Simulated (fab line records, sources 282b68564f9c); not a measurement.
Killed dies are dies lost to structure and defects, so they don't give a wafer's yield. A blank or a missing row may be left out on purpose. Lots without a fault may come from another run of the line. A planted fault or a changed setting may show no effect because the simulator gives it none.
fab line records | flow rit_cmos
record lots=14 wafers=42 last_day=7
route steps=202 shown ACTIVE@4 M1@202
lots that met no fault: from a run of the same line without faults
start_h: hours from the record's first day to the start of the lot's first wafer shown | wait_h: hours since the lot's step before | " the same as in the row above | L1.1+2: a row that stands for several wafers | - no value, or no start given | * or withheld: withheld | < > ~ a bound
route shown NAME@n: a module of which the file shows steps, and the number in the route of the first | usual: mean/standard deviation of fault-free wafers | same: alike in all rows | chamber/n: place in a boat | sites: the reading at each site | _std_site: their standard deviation | _edge_site: outer sites' mean less inner sites' | radius_mm: how far each site lies from the wafer's centre | mask NAME#n: copy n | behind: the tool/chamber that last shaped the wafer | hold: why the lot was held/for how many hours/how that ended | device: the transistor (n, p or np) that didn't switch | end of line: the same wafers' tests at the end of the route | a step without rows: its recipe alone | killed: dies lost to structure and defects at the first sort, not the wafer's yield | map: a wafer's dies, x killed, . not, _ none there
set.NAME: the setting as run; set.NAME@STEP: as run at that earlier step | model.NAME: the simulator's own value behind a step, which no gauge read
steps of the route over a sample of lots; a table a step, a row a wafer
services: from which hour (start_h, from the record's first day; less than 0 if before it) a tool's chamber was out of use, for how many hours, and why
## steps
# step RIT_ACTIVE_CVD_03
# recipe material=Si3N4 target_thk_nm=150 temp_c=810 precursor=SiH2Cl2/NH3 time_s=1500 pressure_mtorr=300 sih2cl2_flow_sccm=60 nh3_flow_sccm=150
# usual zone_power_centre_pct=38.7/1.5
# columns lot.wafer tool chamber start_h wait_h zone_power_centre_pct
L423.1 lpcvd-02 1 13.73 0.1 37.0
L423.4 " 1 " " 37.2
L423.5 " 1 " " 36.9
L424.1 lpcvd-01 1 17.11 0.1 38.3
L424.3 " 1 " " 38.9
L424.6 " 1 " " 38.7
L425.1 lpcvd-01 0 22.22 0.1 40.8
L425.2 " 0 " " 40.8
L425.4 " 0 " " 41.8
L426.2 lpcvd-01 0 27.30 0.0 41.0
L426.3 " 0 " " 41.3
L426.5 " 0 " " 40.5
L427.1 lpcvd-01 1 32.85 0.1 38.7
L427.5 " 1 " " 38.6
L427.6 " 1 " " 38.6
L428.1 lpcvd-01 0 38.02 0.1 40.5
L428.4 " 0 " " 41.1
L428.5 " 0 " " 41.1
L429.1 lpcvd-01 0 43.49 0.1 41.1
L429.3 " 0 " " 40.4
L429.6 " 0 " " 40.9
L431.2 lpcvd-01 1 52.50 0.4 39.0
L431.4 " 1 " " 39.6
L431.5 " 1 " " 38.6
L433.2 lpcvd-01 1 62.51 0.3 39.1
L433.3 " 1 " " 38.6
L433.4 " 1 " " 39.7
L435.3 lpcvd-01 1 73.16 0.0 38.8
L435.5 " 1 " " 38.8
L435.6 " 1 " " 38.6
L436.2 lpcvd-01 1 78.88 0.6 38.5
L436.4 " 1 " " 39.2
L436.5 " 1 " " 39.0
L437.1 lpcvd-02 1 82.11 0.1 37.3
L437.5 " 1 " " 36.6
L437.6 " 1 " " 37.3
L440.3 lpcvd-02 1 97.31 0.2 37.8
L440.5 " 1 " " 36.4
L440.6 " 1 " " 36.8
L446.4 lpcvd-02 1 127.11 0.0 36.4
L446.5 " 1 " " 37.1
L446.6 " 1 " " 36.9
# step RIT_ACTIVE_THK_MEAS_04
# recipe reads=Si3N4_of_ACTIVE_CVD_03
# usual ACTIVE_NITRIDE_THK=149.9/1.5
# columns lot.wafer tool chamber start_h wait_h ACTIVE_NITRIDE_THK[nm]
L423.1 film_metro-01 - 15.15 0.0 148.0
L423.4 " - " " 148.1
L423.5 " - " " 147.0
L424.1 film_metro-03 - 18.53 0.0 151.4
L424.3 " - " " 151.2
L424.6 " - " " 151.4
L425.1 film_metro-01 - 23.64 0.0 152.5
L425.2 " - " " 152.7
L425.4 " - " " 151.9
L426.2 film_metro-01 - 28.72 0.0 152.0
L426.3 " - " " 150.5
L426.5 " - " " 152.7
L427.1 film_metro-01 - 34.27 0.0 150.1
L427.5 " - " " 152.0
L427.6 " - " " 150.7
L428.1 film_metro-04 - 39.44 0.0 150.9
L428.4 " - " " 150.5
L428.5 " - " " 149.6
L429.1 film_metro-03 - 44.91 0.0 149.2
L429.3 " - " " 149.6
L429.6 " - " " 148.2
L431.2 film_metro-03 - 53.93 0.0 148.7
L431.4 " - " " 149.9
L431.5 " - " " 149.1
L433.2 film_metro-03 - 63.94 0.0 149.6
L433.3 " - " " 150.6
L433.4 " - " " 150.0
L435.3 film_metro-04 - 74.60 0.2 80.7
L435.5 " - " " 81.6
L435.6 " - " " 80.8
L436.2 film_metro-04 - 80.30 0.2 78.9
L436.4 " - " " 79.5
L436.5 " - " " 79.5
L437.1 film_metro-03 - 84.24 0.0 147.9
L437.5 " - " " 147.9
L437.6 " - " " 146.9
L440.3 film_metro-04 - 99.45 0.0 147.7
L440.5 " - " " 148.8
L440.6 " - " " 147.8
L446.4 film_metro-03 - 129.27 0.0 150.1
L446.5 " - " " 150.6
L446.6 " - " " 151.7
# step RIT_ACTIVE_ETCH_13
# recipe stop_on=SiO2 chemistry=SF6 target=Si3N4 time_s=210 over_etch_frac=0.4 SF6_flow_sccm=200 pressure_mtorr=260 rf_w=125 target_depth_a=2100
# usual drypump_motor_current_A=5.7/0.3 oes_product_au=0.816/0.012 rf_fwd_power_W=124.7/0.35 throttle_valve_pct=7.46/0.15
# columns lot.wafer tool chamber start_h wait_h drypump_motor_current_A oes_product_au rf_fwd_power_W rf_hours_counter_h throttle_valve_pct
L423.1 rie_diel-01 0 16.33 0.1 5.8 0.809 125.4 171 7.30
L423.4 " 1 " " 5.5 0.807 124.7 45 7.62
L423.5 " 1 " " 5.5 0.799 124.9 - 7.61
L424.1 rie_diel-03 3 19.71 0.1 6.0 0.831 125.1 2 7.30
L424.3 " 0 " " 6.0 0.816 124.1 16 7.50
L424.6 " 0 " " 6.0 0.819 124.7 - 7.49
L425.1 rie_diel-04 3 24.94 0.1 6.5 0.818 124.7 4 7.52
L425.2 " 2 " " 6.4 0.820 125.0 5 7.55
L425.4 " 0 " " 5.3 0.798 124.2 111 7.45
L426.2 rie_diel-01 2 30.02 0.1 5.6 0.816 125.4 36 7.30
L426.3 " 1 " " 5.5 0.807 125.0 45 7.62
L426.5 " 0 " " 5.8 0.819 124.2 - 7.32
L427.1 rie_diel-03 2 35.63 0.1 5.7 0.825 125.0 2 7.45
L427.5 " 0 " " 6.0 0.814 124.4 - 7.50
L427.6 " 3 " " 6.0 0.827 125.1 - 7.31
L428.1 rie_diel-01 1 40.62 0.1 5.5 0.804 124.8 45 7.61
L428.4 " 2 " " 5.6 0.812 124.7 36 7.29
L428.5 " 0 " " 5.7 0.815 124.9 - 7.32
L429.1 rie_diel-01 3 46.33 0.1 5.6 0.829 124.2 31 7.70
L429.3 " 1 " " 5.5 0.804 124.7 46 7.60
L429.6 " 2 " " 5.6 0.800 124.5 - 7.30
L431.2 rie_diel-03 1 55.23 0.1 5.2 0.811 125.3 158 7.32
L431.4 " 2 " " 5.7 0.822 124.9 2 7.47
L431.5 " 2 " " 5.7 0.810 124.9 - 7.47
L433.2 rie_diel-01 1 65.11 0.1 5.5 0.805 125.2 46 7.62
L433.3 " 3 " " 5.6 0.830 125.0 32 7.69
L433.4 " 2 " " 5.6 0.811 124.8 37 7.29
L435.3 rie_diel-01 1 75.88 0.1 5.5 0.597 125.0 46 7.61
L435.5 " 1 " " 5.5 0.610 124.6 - 7.61
L435.6 " 2 " " 5.6 0.612 125.0 - 7.30
L436.2 rie_diel-03 0 81.50 0.1 6.0 0.613 124.8 17 7.50
L436.4 " 3 " " 6.0 0.619 124.7 3 7.31
L436.5 " 2 " " 5.7 0.607 124.9 - 7.45
L437.1 rie_diel-04 1 85.44 0.1 5.7 0.814 124.6 78 7.25
L437.5 " 0 " " 5.3 0.786 125.1 - 7.46
L437.6 " 3 " " 6.4 0.808 125.0 - 7.53
L440.3 rie_diel-04 0 100.80 0.1 5.3 0.782 124.3 - 7.44
L440.5 " 3 " " 6.5 0.810 125.0 - 7.52
L440.6 " 0 " " 5.3 0.789 123.9 - 7.45
L446.4 rie_diel-03 0 130.42 0.1 6.0 0.819 124.5 17 7.48
L446.5 " 1 " " 5.2 0.806 124.8 - 7.33
L446.6 " 0 " " 6.0 0.817 124.7 - 7.50
# step RIT_M1_PROBE_99
# usual killed_at_contacts=0.1/0.34 killed_at_front_end=6.6/2.7 killed_dies=6.7/2.7 killed_open=3.5/1.9 killed_short=3.1/1.8
# same gross_dies=264 killed_at_M0_to_M3=0 killed_at_M4_up=0 killed_at_back_side=0 killed_at_other=0
# columns lot.wafer tool chamber start_h wait_h killed_at_contacts killed_at_front_end killed_dies killed_open killed_short
L431.2 prober-01 - 101.57 0.1 0 6 6 4 2
L431.4 prober-01 - 101.67 0.2 0 3 3 1 2
L431.5 prober-01 - 101.72 0.2 0 10 10 7 3
L435.5 prober-01 - 122.83 0.2 1 7 8 3 4
# killed by level:class
L431.2 GATE:geometric_particle:open=2 REOX:geometric_particle:open=2 REOX:geometric_particle:short=1 SILICIDE:geometric_particle:short=1
L431.4 FOX2:geometric_particle:short=1 GATE:geometric_particle:open=1 GATE:geometric_particle:short=1
L431.5 GATE:geometric_particle:open=4 GATE:geometric_particle:short=3 SPACER:geometric_particle:open=2 REOX:geometric_particle:open=1
L435.5 SPACER:geometric_particle:open=2 FOX1:geometric_particle:open=1 FOX1:geometric_particle:short=1 FOX2:geometric_particle:short=1 SPACER:geometric_particle:short=1 CONTACT:geometric_particle:short=1 ACTIVE:area_etch=1
## services
# columns tool chamber start_h hours kind
rie_diel-04 0 7.54 9.5 repair
lpcvd-01 - 20.01 0.7 repair
rie_diel-04 0 25.28 4.8 repair
lpcvd-02 - 35.14 2.6 repair
rie_diel-01 0 41.83 - clean
rie_diel-01 0 41.83 14.3 scheduled_down
rie_diel-01 0 41.83 14.3 vent_cycle
lpcvd-02 - 53.26 6.0 pm
rie_diel-03 0 71.75 2.1 repair
rie_diel-01 0 75.81 3.4 repair
rie_diel-03 - 82.90 2.8 pm
rie_diel-04 2 85.69 40.9 repair
rie_diel-04 1 93.01 11.3 repair
rie_diel-03 1 103.93 - clean
rie_diel-03 1 103.93 17.7 scheduled_down
rie_diel-03 1 103.93 17.7 vent_cycle
## key
first_sign step=RIT_ACTIVE_THK_MEAS_04 reading=ACTIVE_NITRIDE_THK direction=down sigmas=45 usual=149.9 struck=80.2
effect step=RIT_ACTIVE_ETCH_13 reading=oes_product_au direction=down sigmas=17 usual=0.816 struck=0.609
met_at RIT_ACTIVE_CVD_03
struck_lots L435,L436
struck_wafers L435.3,L435.5,L435.6,L436.2,L436.4,L436.5
tester_left_out L435,L436
onset_between 62.51 73.16
fault kind=process_parameter_drift tool=lpcvd-01 chamber=1 onset_h=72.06 steps=RIT_ACTIVE_CVD_03 channel=time_s offset=* shape=step end_h=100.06 acts_in=* stated=*
# tester_left_out: of these lots the tester's yield and bins aren't shown, on N5 and GAA mostly nor the transistor test; their killed dies are dies lost to structure and defects alone, not to doping, threshold or leakage, so they don't give the yield
